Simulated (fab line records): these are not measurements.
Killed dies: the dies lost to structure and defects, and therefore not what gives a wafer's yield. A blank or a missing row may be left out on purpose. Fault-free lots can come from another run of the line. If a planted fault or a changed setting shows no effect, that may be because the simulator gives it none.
One fault through the eyes of 2 desks	flow ritCmos	every desk sees just its own numbers, and what lay behind them comes last

== TOOL OWNER'S DESK, lpcvd-02 ==
The tool's own readings at RIT_ACTIVE_CVD_03 (deposits Si3N4 from SiH2Cl2/NH3, target thk 150 nm, time 1500 s): means of the sampled wafers that have a number, for each lot that ran on this tool. A lot is out of limits, marked OUT, if its mean lies more than 4 standard deviations from the usual mean; the brackets give that distance.
Columns: A = nh3FlowSccm at RIT_ACTIVE_CVD_03, usual 150.0 sccm; B = spikeTcLoadC at RIT_ACTIVE_CVD_03, usual 832.5 C
lot	first seen here	A	B
L224	day 1 12:14	149.8	831.8
L226	day 1 22:07	150.0	832.6
L227	day 2 03:07	150.4	832.1
L229	day 2 13:07	149.5	830.0
L230	day 2 18:07	150.3	830.6
L231	day 2 23:10	149.7	832.5
L241	day 5 01:07	180.1 (+68) OUT	830.9
L243	day 5 11:07	150.4	830.6
This desk finds L241 out of limits, L241 being first, at day 5 01:07 (nh3FlowSccm at RIT_ACTIVE_CVD_03). In limits: L224, L226, L227, L229, L230, L231, L243.

== FROM THE METROLOGY DESK ==
What the gauges read, lot by lot, whatever tool the lot ran on: means of the sampled wafers that have a number. A lot is out of limits, marked OUT, if its mean lies more than 4 standard deviations from the usual mean; the brackets give that distance.
Columns: A = ACTIVE_NITRIDE_THK at RIT_ACTIVE_THK_MEAS_04, usual 150.3 nm
lot	first seen here	A
L224	day 1 13:38	152.0
L226	day 1 23:32	151.0
L227	day 2 04:34	148.2
L228	day 2 09:33	149.3
L229	day 2 14:32	153.2
L230	day 2 19:32	148.5
L231	day 3 00:37	150.4
L236	day 4 01:32	151.6
L241	day 5 02:32	170.2 (+14) OUT
L242	day 5 07:32	151.2
L243	day 5 12:32	149.5
L245	day 5 22:32	151.0
L247	day 6 08:32	151.8
This desk's result: L241 out of limits, first on L241 (ACTIVE_NITRIDE_THK at RIT_ACTIVE_THK_MEAS_04), day 5 02:32. In limits: L224, L226, L227, L228, L229, L230, L231, L236, L242, L243, L245, L247.

== BROUGHT TOGETHER ==
The tool owner's desk could have raised an alarm at day 5 01:07, on L241.
An alarm was possible from the metrology desk at day 5 02:32, on L241.
RIT_ACTIVE_CVD_03 was run on lpcvd-02 by each of the lots named.

== WHAT WAS PUT IN BY THE SIMULATOR ==
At RIT_ACTIVE_CVD_03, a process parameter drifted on lpcvd-02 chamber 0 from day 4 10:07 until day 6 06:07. The setting nh3FlowSccm was moved by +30, starting from 150. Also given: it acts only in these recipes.
Shown lots that were struck: L241.
Delay (hours) between the fault's onset and each desk's first out-of-limits reading: 15 at the tool owner's desk, 16 at the metrology desk.
